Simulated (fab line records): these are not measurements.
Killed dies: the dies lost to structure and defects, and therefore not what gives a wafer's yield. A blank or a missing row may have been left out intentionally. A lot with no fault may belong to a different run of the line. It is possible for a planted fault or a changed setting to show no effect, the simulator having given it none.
fab line records | flow rit_cmos
record lots=6 | wafers=18 | last_day=7
route steps=202 shown ACTIVE@1 FOX1@20 FOX2@23 M1@202
lots with no fault: from the same line, run without faults
start_h: hours from the record's first day to the start of the lot's first wafer shown | wait_h: hours since the lot's step before | " identical to the entry in the row above | L1.1+2: one row covering several wafers at once | - no value, or no start was given | * or withheld: withheld | < > ~ a bound
route shown NAME@n: NAME is a module with steps in the file, n the number in the route of the first one | usual: the fault-free wafers' mean and standard deviation | same: alike in all rows | chamber/n: place in a boat | sites: readings site by site | _std_site: standard deviation of those values | _edge_site: outer sites' mean less inner sites' | radius_mm: for every site, how far away it sits from the centre of the wafer | mask NAME#n: copy n | behind: the last tool/chamber to shape the wafer | hold: cause of the lot's hold/its duration in hours/its outcome | device: the n, p or np transistor that did not switch | end of line: tests of these same wafers at the route's end | for a step that has no rows: nothing shown but its recipe | killed: dies lost to structure and defects at the first sort, not the wafer's yield | map: a wafer's dies, x killed, . not, _ none there
set.NAME: the setting the step ran with; set.NAME@STEP: the setting that earlier step ran with | model.NAME: the simulator's own value behind a step, which no gauge read
lots at some steps of the route; a table a step, a row a wafer
services: the hour from which a tool's chamber was out of use, counted from the record's first day as start_h (under 0 if before that day), plus the number of hours and why
## steps
# step RIT_ACTIVE_BOW_MEAS_00
# recipe mode=bow
# usual INCOMING_BOW=0/6.4
lot.wafer | tool          | chamber | start_h | wait_h | INCOMING_BOW[um]
L301.1    | film_metro-04 | -       | 10.00   | -      | -8
L301.3    | "             | -       | "       | "      | 9
L301.5    | "             | -       | "       | "      | 6
L313.3    | film_metro-01 | -       | 70.04   | -      | 0
L313.4    | "             | -       | "       | "      | -8
L313.6    | "             | -       | "       | "      | -2
L317.3    | film_metro-01 | -       | 90.04   | -      | 3
L317.4    | "             | -       | "       | "      | -2
L317.6    | "             | -       | "       | "      | 4
L318.2    | film_metro-04 | -       | 95.02   | -      | 0
L318.4    | "             | -       | "       | "      | 2
L318.6    | "             | -       | "       | "      | 2
L319.1    | film_metro-02 | -       | 100.00  | -      | -1
L319.3    | "             | -       | "       | "      | -3
L319.6    | "             | -       | "       | "      | 6
L321.2    | film_metro-02 | -       | 110.02  | -      | -5
L321.3    | "             | -       | "       | "      | 3
L321.6    | "             | -       | "       | "      | 4
# step RIT_ACTIVE_OXIDATION_01
# recipe temp_c=1000 | ambient=O2 | target_thk_a=468 | ox_time_s=3360
# usual spike_tc_centre_C=1001.8/1.6 | spike_tc_load_C=1030/5.3 | spike_tc_source_C=1023.0/1.2 | tube_center_temp_C=1000/0.089 | tube_center_temp_C_max=1002.5/0.43 | zone_power_source_pct=34.8/2.3
lot.wafer | tool       | chamber | start_h | wait_h | spike_tc_centre_C | spike_tc_load_C | spike_tc_source_C | tube_center_temp_C | tube_center_temp_C_max | zone_power_source_pct | model.SiO2_of_ACTIVE_OXIDATION_01.thk_nm
L301.1    | furnace-03 | 0       | 10.53   | 0.5    | 1001.3            | 1038            | 1022.7            | 999.87             | 1002.5                 | 37.9                  | 46.21
L301.3    | "          | 0       | "       | "      | 998.7             | 1038            | 1023.2            | 999.97             | 1002.5                 | 37.4                  | 45.92
L301.5    | "          | 0       | "       | "      | 999.9             | 1036            | 1022.6            | 999.92             | 1002.9                 | 37.6                  | 46.23
L313.3    | furnace-04 | 0       | 71.84   | 1.8    | 1003.3            | 1026            | 1024.2            | 1000               | 1001.9                 | 31.6                  | 45.71
L313.4    | "          | 0       | "       | "      | 1002.4            | 1027            | 1022.7            | 999.93             | 1001.9                 | 32.0                  | 45.66
L313.6    | "          | 0       | "       | "      | 1001.3            | 1027            | 1022.5            | 999.82             | 1002.3                 | 31.8                  | 45.52
L317.3    | furnace-04 | 0       | 90.36   | 0.3    | 991.3             | 1013            | 1012.0            | 987.99             | 990.7                  | 31.7                  | 41.5
L317.4    | "          | 0       | "       | "      | 988.9             | 1015            | 1012.1            | 988.15             | 990.3                  | 31.1                  | 41.4
L317.6    | "          | 0       | "       | "      | 990.8             | 1014            | 1010.4            | 988.06             | 990.0                  | 31.2                  | 41.17
L318.2    | furnace-01 | 0       | 95.12   | 0.1    | 1004.4            | 1026            | 1023.7            | 999.93             | 1002.1                 | 33.9                  | 47.88
L318.4    | "          | 0       | "       | "      | 1005.2            | 1025            | 1023.2            | 1000               | 1002.2                 | 33.7                  | 46.46
L318.6    | "          | 0       | "       | "      | 1004.1            | 1026            | 1022.7            | 999.74             | 1001.8                 | 33.6                  | 46.9
L319.1    | furnace-04 | 0       | 100.12  | 0.1    | 990.1             | 1014            | 1011.3            | 988.04             | 990.9                  | 31.0                  | 39.17
L319.3    | "          | 0       | "       | "      | 989.7             | 1013            | 1009.4            | 987.97             | 990.1                  | 31.3                  | 39.75
L319.6    | "          | 0       | "       | "      | 991.0             | 1015            | 1010.5            | 987.96             | 990.4                  | 31.1                  | 40.21
L321.2    | furnace-01 | 0       | 114.81  | 4.8    | 1002.2            | 1024            | 1023.9            | 1000               | 1002.2                 | 33.1                  | 47.78
L321.3    | "          | 0       | "       | "      | 1003.7            | 1025            | 1025.8            | 1000.1             | 1002.7                 | 33.6                  | 48.32
L321.6    | "          | 0       | "       | "      | 1004.3            | 1025            | 1023.9            | 999.99             | 1002.8                 | 33.4                  | 48.41
# step RIT_ACTIVE_THK_MEAS_02
# recipe reads=SiO2_of_ACTIVE_OXIDATION_01
# usual ACTIVE_OXIDE_THK=46.5/0.81
lot.wafer | tool          | chamber | start_h | wait_h | ACTIVE_OXIDE_THK[nm]
L301.1    | film_metro-04 | -       | 12.46   | 0.0    | 46.2
L301.3    | "             | -       | "       | "      | 45.9
L301.5    | "             | -       | "       | "      | 46.2
L313.3    | film_metro-04 | -       | 73.79   | 0.0    | 45.7
L313.4    | "             | -       | "       | "      | 45.7
L313.6    | "             | -       | "       | "      | 45.5
L317.3    | film_metro-04 | -       | 92.31   | 0.0    | 41.5
L317.4    | "             | -       | "       | "      | 41.4
L317.6    | "             | -       | "       | "      | 41.2
L318.2    | film_metro-02 | -       | 97.06   | 0.0    | 47.9
L318.4    | "             | -       | "       | "      | 46.5
L318.6    | "             | -       | "       | "      | 46.9
L319.1    | film_metro-04 | -       | 102.05  | 0.0    | 39.2
L319.3    | "             | -       | "       | "      | 39.8
L319.6    | "             | -       | "       | "      | 40.2
L321.2    | film_metro-02 | -       | 116.76  | 0.0    | 47.8
L321.3    | "             | -       | "       | "      | 48.3
L321.6    | "             | -       | "       | "      | 48.4
# step RIT_ACTIVE_CVD_03
# recipe material=Si3N4 | target_thk_nm=150 | temp_c=810 | precursor=SiH2Cl2/NH3 | time_s=1500 | pressure_mtorr=291.2 | sih2cl2_flow_sccm=60 | nh3_flow_sccm=150
# step RIT_ACTIVE_THK_MEAS_04
# recipe reads=Si3N4_of_ACTIVE_CVD_03
# usual ACTIVE_NITRIDE_THK=149.5/1.5
lot.wafer | tool          | chamber | start_h | wait_h | ACTIVE_NITRIDE_THK[nm]
L301.1    | film_metro-04 | -       | 13.94   | 0.0    | 148.4
L301.3    | "             | -       | "       | "      | 149.7
L301.5    | "             | -       | "       | "      | 149.0
L313.3    | film_metro-01 | -       | 75.27   | 0.0    | 150.2
L313.4    | "             | -       | "       | "      | 149.5
L313.6    | "             | -       | "       | "      | 149.4
L317.3    | film_metro-01 | -       | 93.79   | 0.0    | 146.8
L317.4    | "             | -       | "       | "      | 147.3
L317.6    | "             | -       | "       | "      | 148.7
L318.2    | film_metro-04 | -       | 98.54   | 0.0    | 151.8
L318.4    | "             | -       | "       | "      | 151.4
L318.6    | "             | -       | "       | "      | 152.0
L319.1    | film_metro-04 | -       | 103.53  | 0.0    | 150.4
L319.3    | "             | -       | "       | "      | 149.1
L319.6    | "             | -       | "       | "      | 148.6
L321.2    | film_metro-02 | -       | 118.23  | 0.0    | 149.1
L321.3    | "             | -       | "       | "      | 149.0
L321.6    | "             | -       | "       | "      | 149.0
# step RIT_ACTIVE_HMDS_05
# recipe prime_time_s=60 | prime_temp_c=140
# step RIT_ACTIVE_COAT_06
# recipe resist=NOVOLAK | spin_rpm=3250 | resist_thk_nm=1000
# step RIT_ACTIVE_SOFTBAKE_07
# recipe resist=NOVOLAK | temp_c=90 | time_s=60
# step RIT_ACTIVE_EXPOSE_08
# recipe mask_id=M1 | na=0.6 | source_shape=conventional | sigma_outer=0.6 | target_cd_nm=1400 | dose_mj=225
# step RIT_ACTIVE_PEB_09
# recipe resist=NOVOLAK | temp_c=withheld | time_s=withheld
# step RIT_ACTIVE_DEVELOP_10
# recipe resist=NOVOLAK | develop_time_s=50 | dev_temp_c=23
# step RIT_ACTIVE_CD_MEAS_11
# recipe target_cd_nm=1400
# usual cd_nm=1399.6/2.7
lot.wafer | tool      | chamber | start_h | wait_h | cd_nm
L301.1    | cd_sem-01 | -       | 14.97   | -      | 1397.9
L301.3    | "         | -       | "       | "      | 1398.1
L301.5    | "         | -       | "       | "      | 1397.5
L313.3    | cd_sem-01 | -       | 76.32   | -      | 1400.9
L313.4    | "         | -       | "       | "      | 1399.1
L313.6    | "         | -       | "       | "      | 1399.9
L317.3    | cd_sem-02 | -       | 94.85   | -      | 1398.9
L317.4    | "         | -       | "       | "      | 1399.2
L317.6    | "         | -       | "       | "      | 1398.6
L318.2    | cd_sem-01 | -       | 99.46   | -      | 1398.5
L318.4    | "         | -       | "       | "      | 1397.4
L318.6    | "         | -       | "       | "      | 1396.3
L319.1    | cd_sem-02 | -       | 104.44  | -      | 1400.0
L319.3    | "         | -       | "       | "      | 1404.1
L319.6    | "         | -       | "       | "      | 1402.6
L321.2    | cd_sem-02 | -       | 119.28  | -      | 1393.0
L321.3    | "         | -       | "       | "      | 1393.1
L321.6    | "         | -       | "       | "      | 1392.7
# step RIT_ACTIVE_HARDBAKE_12
# recipe resist=NOVOLAK | temp_c=140 | time_s=60
# step RIT_ACTIVE_ETCH_13
# recipe stop_on=SiO2 | chemistry=SF6 | target=Si3N4 | time_s=210 | over_etch_frac=0.4 | SF6_flow_sccm=200 | pressure_mtorr=260 | rf_w=125 | target_depth_a=2100
# usual drypump_motor_current_A=5.7/0.34 | oes_product_au=0.820/0.014 | throttle_valve_pct=7.47/0.14
lot.wafer | tool        | chamber | start_h | wait_h | drypump_motor_current_A | oes_product_au | rf_hours_counter_h | throttle_valve_pct
L301.1    | rie_diel-01 | 1       | 15.24   | 0.1    | 5.8                     | 0.803          | 4                  | 7.58
L301.3    | "           | 0       | "       | "      | 5.8                     | 0.832          | 1                  | 7.34
L301.5    | "           | 0       | "       | "      | 5.8                     | 0.844          | -                  | 7.36
L313.3    | rie_diel-02 | 1       | 76.68   | 0.1    | 5.4                     | 0.834          | 3                  | 7.62
L313.4    | "           | 3       | "       | "      | 5.5                     | 0.812          | 3                  | 7.50
L313.6    | "           | 0       | "       | "      | 5.1                     | 0.809          | -                  | 7.26
L317.3    | rie_diel-04 | 2       | 95.32   | 0.1    | 5.6                     | 0.796          | 99                 | 7.41
L317.4    | "           | 3       | "       | "      | 5.5                     | 0.818          | 39                 | 7.65
L317.6    | "           | 0       | "       | "      | 6.1                     | 0.801          | -                  | 7.30
L318.2    | rie_diel-01 | 2       | 99.71   | 0.1    | 5.5                     | 0.830          | 122                | 7.58
L318.4    | "           | 3       | "       | "      | 6.0                     | 0.837          | 87                 | 7.33
L318.6    | "           | 3       | "       | "      | 6.0                     | 0.842          | -                  | 7.34
L319.1    | rie_diel-04 | 1       | 104.71  | 0.1    | 6.4                     | 0.832          | 8                  | 7.71
L319.3    | "           | 3       | "       | "      | 5.5                     | 0.825          | 39                 | 7.65
L319.6    | "           | 3       | "       | "      | 5.5                     | 0.836          | -                  | 7.65
L321.2    | rie_diel-01 | 2       | 119.53  | 0.1    | 5.5                     | 0.822          | 123                | 7.56
L321.3    | "           | 0       | "       | "      | 5.8                     | 0.839          | 3                  | 7.34
L321.6    | "           | 3       | "       | "      | 6.0                     | 0.829          | -                  | 7.34
# step RIT_ACTIVE_STRIP_14
# recipe chemistry=O2 | time_s=180 | resist=NOVOLAK | platen_temp_c=withheld | power_w=500 | pressure_mtorr=4000 | o2_flow_sccm=4000
# usual drypump_motor_current_A=6.08/0.25
lot.wafer | tool            | chamber | start_h | wait_h | drypump_motor_current_A | rf_hours_counter_h
L301.1    | plasma_asher-03 | 1       | 15.38   | 0.1    | 5.97                    | 24
L301.3    | "               | 1       | "       | "      | 5.96                    | -
L301.5    | "               | 1       | "       | "      | 6.00                    | -
L313.3    | plasma_asher-01 | 1       | 76.87   | 0.1    | 5.65                    | -
L313.4    | "               | 0       | "       | "      | 5.61                    | -
L313.6    | "               | 0       | "       | "      | 5.63                    | -
L317.3    | plasma_asher-04 | 1       | 95.51   | 0.1    | 6.43                    | -
L317.4    | "               | 0       | "       | "      | 6.07                    | -
L317.6    | "               | 0       | "       | "      | 6.06                    | -
L318.2    | plasma_asher-04 | 0       | 99.84   | 0.1    | 6.03                    | 43
L318.4    | "               | 1       | "       | "      | 6.45                    | -
L318.6    | "               | 0       | "       | "      | 6.03                    | -
L319.1    | plasma_asher-03 | 0       | 104.84  | 0.1    | 6.17                    | 33
L319.3    | "               | 0       | "       | "      | 6.15                    | -
L319.6    | "               | 1       | "       | "      | 5.98                    | -
L321.2    | plasma_asher-04 | 0       | 119.66  | 0.1    | 6.07                    | 45
L321.3    | "               | 1       | "       | "      | 6.42                    | -
L321.6    | "               | 1       | "       | "      | 6.37                    | -
# step RIT_ACTIVE_CD_MEAS_90
# recipe target_cd_nm=1400
# usual cd_nm=1399.6/2.7
lot.wafer | tool      | chamber | start_h | wait_h | cd_nm
L301.1    | cd_sem-01 | -       | 15.55   | 0.1    | 1397.4
L301.3    | "         | -       | "       | "      | 1398.1
L301.5    | "         | -       | "       | "      | 1398.4
L313.3    | cd_sem-02 | -       | 77.03   | 0.1    | 1401.0
L313.4    | "         | -       | "       | "      | 1399.7
L313.6    | "         | -       | "       | "      | 1399.8
L317.3    | cd_sem-02 | -       | 95.67   | 0.1    | 1398.9
L317.4    | "         | -       | "       | "      | 1399.0
L317.6    | "         | -       | "       | "      | 1398.5
L318.2    | cd_sem-01 | -       | 100.04  | 0.1    | 1398.7
L318.4    | "         | -       | "       | "      | 1397.9
L318.6    | "         | -       | "       | "      | 1396.4
L319.1    | cd_sem-01 | -       | 105.02  | 0.1    | 1399.9
L319.3    | "         | -       | "       | "      | 1403.8
L319.6    | "         | -       | "       | "      | 1402.4
L321.2    | cd_sem-01 | -       | 119.86  | 0.1    | 1392.7
L321.3    | "         | -       | "       | "      | 1393.1
L321.6    | "         | -       | "       | "      | 1392.7
# step RIT_ACTIVE_CLEAN_15
# recipe chemistry=SC1 | mix=3:3:50 | time_s=600 | temp_c=75
# step RIT_ACTIVE_CLEAN_16
# recipe chemistry=dHF | dilution=50:1 | time_s=30
# step RIT_ACTIVE_CLEAN_17
# recipe chemistry=SC2 | mix=3:3:50 | time_s=600 | temp_c=75 | dry=n2_spin
# step RIT_FOX1_OXIDATION_00
# recipe temp_c=1108 | ambient=H2O | target_thk_a=3507 | p_h2o_torr=720 | ox_time_s=1130
# step RIT_FOX1_THK_MEAS_01
# recipe reads=SiO2_of_FOX1_OXIDATION_00
# usual FOX1_OXIDE_THK=363/6.9
lot.wafer | tool          | chamber | start_h | wait_h | FOX1_OXIDE_THK[nm]
L301.1    | film_metro-02 | -       | 18.86   | 0.0    | 358
L301.3    | "             | -       | "       | "      | 358
L301.5    | "             | -       | "       | "      | 361
L313.3    | film_metro-02 | -       | 78.81   | 0.0    | 367
L313.4    | "             | -       | "       | "      | 363
L313.6    | "             | -       | "       | "      | 360
L317.3    | film_metro-03 | -       | 97.64   | 0.0    | 358
L317.4    | "             | -       | "       | "      | 352
L317.6    | "             | -       | "       | "      | 360
L318.2    | film_metro-03 | -       | 103.38  | 0.0    | 365
L318.4    | "             | -       | "       | "      | 362
L318.6    | "             | -       | "       | "      | 367
L319.1    | film_metro-03 | -       | 107.85  | 0.0    | 365
L319.3    | "             | -       | "       | "      | 359
L319.6    | "             | -       | "       | "      | 362
L321.2    | film_metro-03 | -       | 124.79  | 0.0    | 363
L321.3    | "             | -       | "       | "      | 367
L321.6    | "             | -       | "       | "      | 362
# step RIT_FOX1_WET_ETCH_02
# recipe chemistry=BOE | target_depth_nm=350 | time_s=390 | temp_c=21.5 | dry=n2_spin | dilution=10:1 | target=SiO2
# step RIT_FOX2_OXIDATION_00
# recipe temp_c=1100 | ambient=H2O | target_thk_a=3507 | p_h2o_torr=720 | ox_time_s=1130
# step RIT_FOX2_THK_MEAS_01
# recipe reads=SiO2_of_FOX2_OXIDATION_00
# usual FOX2_OXIDE_THK=350/6.3
lot.wafer | tool          | chamber | start_h | wait_h | FOX2_OXIDE_THK[nm]
L301.1    | film_metro-04 | -       | 21.37   | 0.0    | 344
L301.3    | "             | -       | "       | "      | 340
L301.5    | "             | -       | "       | "      | 345
L313.3    | film_metro-03 | -       | 80.30   | 0.0    | 352
L313.4    | "             | -       | "       | "      | 351
L313.6    | "             | -       | "       | "      | 356
L317.3    | film_metro-03 | -       | 100.03  | 0.0    | 353
L317.4    | "             | -       | "       | "      | 347
L317.6    | "             | -       | "       | "      | 350
L318.2    | film_metro-03 | -       | 104.87  | 0.0    | 358
L318.4    | "             | -       | "       | "      | 353
L318.6    | "             | -       | "       | "      | 354
L319.1    | film_metro-02 | -       | 109.35  | 0.0    | 349
L319.3    | "             | -       | "       | "      | 349
L319.6    | "             | -       | "       | "      | 346
L321.2    | film_metro-03 | -       | 126.28  | 0.0    | 355
L321.3    | "             | -       | "       | "      | 351
L321.6    | "             | -       | "       | "      | 355
# step RIT_FOX2_CLEAN_02
# recipe chemistry=dHF | dilution=50:1 | time_s=180
# step RIT_FOX2_WET_ETCH_03
# recipe chemistry=H3PO4 | target=Si3N4 | target_depth_nm=195 | temp_c=165 | time_s=2700
lot.wafer | tool         | chamber | start_h | wait_h | model.SiO2_of_ACTIVE_OXIDATION_01.thk_nm
L301.1    | wet_bench-03 | 3       | 21.49   | 0.0    | 40.96
L301.3    | "            | 3       | "       | "      | 41
L301.5    | "            | 3       | "       | "      | 41.25
L313.3    | wet_bench-02 | 0       | 80.40   | 0.0    | 40.62
L313.4    | "            | 0       | "       | "      | 40.4
L313.6    | "            | 0       | "       | "      | 40.43
L317.3    | wet_bench-02 | 0       | 100.12  | 0.0    | 36.87
L317.4    | "            | 0       | "       | "      | 34.36
L317.6    | "            | 0       | "       | "      | 34.31
L318.2    | wet_bench-03 | 1       | 104.98  | 0.0    | 41.05
L318.4    | "            | 1       | "       | "      | 41.4
L318.6    | "            | 1       | "       | "      | 41.79
L319.1    | wet_bench-01 | 2       | 109.46  | 0.0    | 32.41
L319.3    | "            | 2       | "       | "      | 32.92
L319.6    | "            | 2       | "       | "      | 33.35
L321.2    | wet_bench-01 | 3       | 126.39  | 0.0    | 40.78
L321.3    | "            | 3       | "       | "      | 42.87
L321.6    | "            | 3       | "       | "      | 42.96
# step RIT_FOX2_THK_MEAS_90
# recipe reads=SiO2_of_FOX2_OXIDATION_00
# usual FIELD_OXIDE_LEFT_1_THK=323/6.3
lot.wafer | tool          | chamber | start_h | wait_h | FIELD_OXIDE_LEFT_1_THK[nm]
L301.1    | film_metro-03 | -       | 22.25   | 0.0    | 317
L301.3    | "             | -       | "       | "      | 313
L301.5    | "             | -       | "       | "      | 318
L313.3    | film_metro-02 | -       | 81.18   | 0.0    | 325
L313.4    | "             | -       | "       | "      | 324
L313.6    | "             | -       | "       | "      | 328
L317.3    | film_metro-04 | -       | 100.90  | 0.0    | 327
L317.4    | "             | -       | "       | "      | 320
L317.6    | "             | -       | "       | "      | 323
L318.2    | film_metro-02 | -       | 106.50  | 0.0    | 331
L318.4    | "             | -       | "       | "      | 325
L318.6    | "             | -       | "       | "      | 328
L319.1    | film_metro-04 | -       | 110.22  | 0.0    | 322
L319.3    | "             | -       | "       | "      | 321
L319.6    | "             | -       | "       | "      | 318
L321.2    | film_metro-04 | -       | 127.16  | 0.0    | 327
L321.3    | "             | -       | "       | "      | 323
L321.6    | "             | -       | "       | "      | 327
# step RIT_M1_PROBE_99
# usual killed_at_contacts=0.0/0.2 | killed_at_front_end=6.6/2.8 | killed_dies=6.6/2.8 | killed_open=3.3/1.9 | killed_short=3.2/1.8
# same gross_dies=264 | killed_at_M0_to_M3=0 | killed_at_M4_up=0 | killed_at_back_side=0 | killed_at_other=0
lot.wafer | tool      | chamber | start_h | wait_h | killed_at_contacts | killed_at_front_end | killed_dies | killed_open | killed_short | model.etest.pldd.width_nm | model.etest.nldd.width_nm | model.etest.pplus_sal.width_nm | model.etest.nplus_sal.width_nm | model.etest.nmos_narrow.drive_ua_um | model.etest.pmos_narrow.drive_ua_um
L301.1    | prober-02 | -       | 62.41   | 0.1    | 0                  | 2                   | 2           | 1           | 1            | 3173                      | 3181                      | 3442                           | 3431                           | 221.4                               | 103.6
L301.3    | prober-02 | -       | 62.51   | 0.2    | 0                  | 4                   | 4           | 0           | 4            | 3177                      | 3173                      | 3442                           | 3471                           | 225.3                               | 102.8
L301.5    | prober-02 | -       | 62.61   | 0.2    | 0                  | 9                   | 9           | 6           | 3            | 3174                      | 3176                      | 3418                           | 3430                           | 221.6                               | 100.6
L313.3    | prober-02 | -       | 119.52  | 0.2    | 0                  | 7                   | 7           | 2           | 5            | 3173                      | 3165                      | 3456                           | 3449                           | 226.7                               | 105.8
L313.4    | prober-02 | -       | 119.57  | 0.2    | 0                  | 14                  | 14          | 8           | 6            | 3174                      | 3181                      | 3456                           | 3449                           | 228.9                               | 103.4
L313.6    | prober-02 | -       | 119.67  | 0.2    | 1                  | 10                  | 11          | 3           | 8            | 3182                      | 3152                      | 3451                           | 3460                           | 228.7                               | 104.6
L317.3    | prober-02 | -       | 148.31  | 0.2    | 0                  | 2                   | 2           | 2           | 0            | 3222                      | 3220                      | 3455                           | 3463                           | 245.5                               | 107.1
L317.4    | prober-02 | -       | 148.36  | 0.2    | 0                  | 5                   | 5           | 2           | 3            | 3226                      | 3223                      | 3481                           | 3482                           | 247.2                               | 108.1
L317.6    | prober-02 | -       | 148.46  | 0.2    | 0                  | 7                   | 7           | 2           | 5            | 3220                      | 3215                      | 3473                           | 3465                           | 241.1                               | 105
L318.2    | prober-01 | -       | 149.76  | 0.1    | 0                  | 4                   | 4           | 0           | 4            | 3111                      | 3134                      | 3426                           | 3412                           | 215.5                               | 98.61
L318.4    | prober-01 | -       | 149.86  | 0.2    | 0                  | 11                  | 11          | 7           | 4            | 3161                      | 3165                      | 3443                           | 3440                           | 221.1                               | 100.5
L318.6    | prober-01 | -       | 149.96  | 0.2    | 0                  | 4                   | 4           | 2           | 2            | 3151                      | 3154                      | 3441                           | 3412                           | 224.9                               | 102.6
L319.1    | prober-02 | -       | 152.71  | 0.1    | 0                  | 10                  | 10          | 6           | 4            | 3246                      | 3233                      | 3481                           | 3483                           | 238.6                               | 106
L319.3    | prober-02 | -       | 152.81  | 0.2    | 0                  | 4                   | 4           | 1           | 3            | 3264                      | 3236                      | 3523                           | 3498                           | 240                                 | 105.2
L319.6    | prober-02 | -       | 152.96  | 0.2    | 0                  | 7                   | 7           | 4           | 3            | 3222                      | 3246                      | 3498                           | 3492                           | 235.1                               | 102.2
L321.2    | prober-02 | -       | 167.69  | 0.1    | 0                  | 2                   | 2           | 1           | 1            | 3129                      | 3137                      | 3413                           | 3425                           | 209.8                               | 97.93
L321.3    | prober-02 | -       | 167.74  | 0.2    | 0                  | 4                   | 4           | 3           | 1            | 3132                      | 3126                      | 3426                           | 3428                           | 218.8                               | 99.17
L321.6    | prober-02 | -       | 167.89  | 0.2    | 0                  | 7                   | 7           | 3           | 4            | 3135                      | 3127                      | 3416                           | 3431                           | 214.3                               | 97.81
# killed by level:class
L301.1 FOX1:geometric_particle:short=1 SILICIDE:geometric_particle:open=1
L301.3 REOX:geometric_particle:short=2 FOX1:geometric_particle:short=1 GATE:geometric_particle:short=1
L301.5 FOX1:geometric_particle:open=3 FOX1:geometric_particle:short=2 FOX2:geometric_particle:open=1 FOX2:geometric_particle:short=1 GATE:geometric_particle:open=1 SILICIDE:geometric_particle:open=1
L313.3 FOX2:geometric_particle:short=2 REOX:geometric_particle:short=2 FOX2:geometric_particle:open=1 GATE:geometric_particle:open=1 GATE:geometric_particle:short=1
L313.4 GATE:geometric_particle:short=3 GATE:geometric_particle:open=3 FOX2:geometric_particle:short=2 FOX2:geometric_particle:open=2 FOX1:geometric_particle:open=1 REOX:geometric_particle:open=1 SPACER:geometric_particle:open=1 SILICIDE:geometric_particle:short=1
L313.6 FOX2:geometric_particle:short=4 FOX1:geometric_particle:short=1 GATE:geometric_particle:short=1 GATE:geometric_particle:open=1 SPACER:geometric_particle:open=1 SILICIDE:geometric_particle:open=1 SILICIDE:geometric_particle:short=1 CONTACT:geometric_particle:short=1
L317.3 FOX1:geometric_particle:open=1 GATE:geometric_particle:open=1
L317.4 SILICIDE:geometric_particle:short=2 FOX1:geometric_particle:short=1 FOX1:geometric_particle:open=1 REOX:geometric_particle:open=1
L317.6 GATE:geometric_particle:short=3 SILICIDE:geometric_particle:short=2 GATE:geometric_particle:open=1 REOX:geometric_particle:open=1
L318.2 GATE:geometric_particle:short=3 FOX1:geometric_particle:short=1
L318.4 SPACER:geometric_particle:open=2 SILICIDE:geometric_particle:short=2 FOX1:geometric_particle:open=1 FOX2:geometric_particle:open=1 GATE:geometric_particle:open=1 REOX:geometric_particle:open=1 REOX:geometric_particle:short=1 SPACER:geometric_particle:short=1
L318.6 REOX:geometric_particle:short=2 FOX1:geometric_particle:open=1 SILICIDE:geometric_particle:open=1
L319.1 GATE:geometric_particle:open=3 SILICIDE:geometric_particle:open=3 FOX1:geometric_particle:short=2 GATE:geometric_particle:short=2
L319.3 GATE:geometric_particle:short=3 FOX1:geometric_particle:open=1
L319.6 REOX:geometric_particle:short=2 SPACER:geometric_particle:open=2 FOX1:geometric_particle:open=1 FOX1:geometric_particle:short=1 GATE:geometric_particle:open=1
L321.2 FOX2:geometric_particle:short=1 SILICIDE:geometric_particle:open=1
L321.3 GATE:geometric_particle:open=3 FOX1:geometric_particle:short=1
L321.6 GATE:geometric_particle:short=2 REOX:geometric_particle:open=2 REOX:geometric_particle:short=1 SILICIDE:geometric_particle:open=1 SILICIDE:geometric_particle:short=1
## services
tool            | chamber | start_h | hours | kind
plasma_asher-04 | -       | -2.07   | 2.8   | pm
furnace-04      | -       | 9.82    | 4.0   | pm
furnace-03      | -       | 18.86   | 3.1   | pm
rie_diel-04     | -       | 24.85   | 14.6  | pm
rie_diel-02     | -       | 32.40   | 0.6   | repair
rie_diel-02     | 3       | 46.97   | 1.7   | repair
plasma_asher-03 | -       | 57.27   | 5.9   | repair
rie_diel-01     | -       | 60.43   | 1.9   | repair
wet_bench-01    | -       | 90.80   | 7.5   | repair
plasma_asher-01 | -       | 105.85  | 1.3   | repair
furnace-04      | -       | 108.32  | 15.8  | pm
plasma_asher-01 | -       | 108.39  | 19.9  | repair
rie_diel-01     | 3       | 123.45  | 7.3   | repair
## key
first_sign step=RIT_ACTIVE_OXIDATION_01 | reading=tube_center_temp_C | direction=down | sigmas=99+ | usual=* | struck=*
effect step=RIT_ACTIVE_OXIDATION_01 | reading=tube_center_temp_C_max | direction=down | sigmas=28 | usual=* | struck=*
effect step=RIT_ACTIVE_THK_MEAS_02 | reading=ACTIVE_OXIDE_THK | direction=down | sigmas=7.4 | usual=46.5 | struck=40.5
model_effect step=RIT_ACTIVE_OXIDATION_01 | value=SiO2_of_ACTIVE_OXIDATION_01.thk_nm | without=45.85 | struck=40.53
model_effect step=RIT_FOX2_WET_ETCH_03 | value=SiO2_of_ACTIVE_OXIDATION_01.thk_nm | without=38.76 | struck=34.04
model_effect step=RIT_M1_PROBE_99 | value=etest.pldd.width_nm | without=3183 | struck=3233
met_at RIT_ACTIVE_OXIDATION_01
struck_wafers L317.3,L317.4,L317.6,L319.1,L319.3,L319.6
tester_left_out L317,L319
onset_between 71.84 90.36
fault kind=process_parameter_drift | tool=furnace-04 | chamber=- | onset_h=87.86 | steps=RIT_ACTIVE_OXIDATION_01 | channel=temp_c | offset=* | shape=step | end_h=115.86 | acts_in=* | stated=*
# tester_left_out: of these lots the tester's yield and bins aren't shown, on N5 and GAA mostly nor the transistor test; their killed dies are dies lost to structure and defects alone, not to doping, threshold or leakage, so they don't give the yield
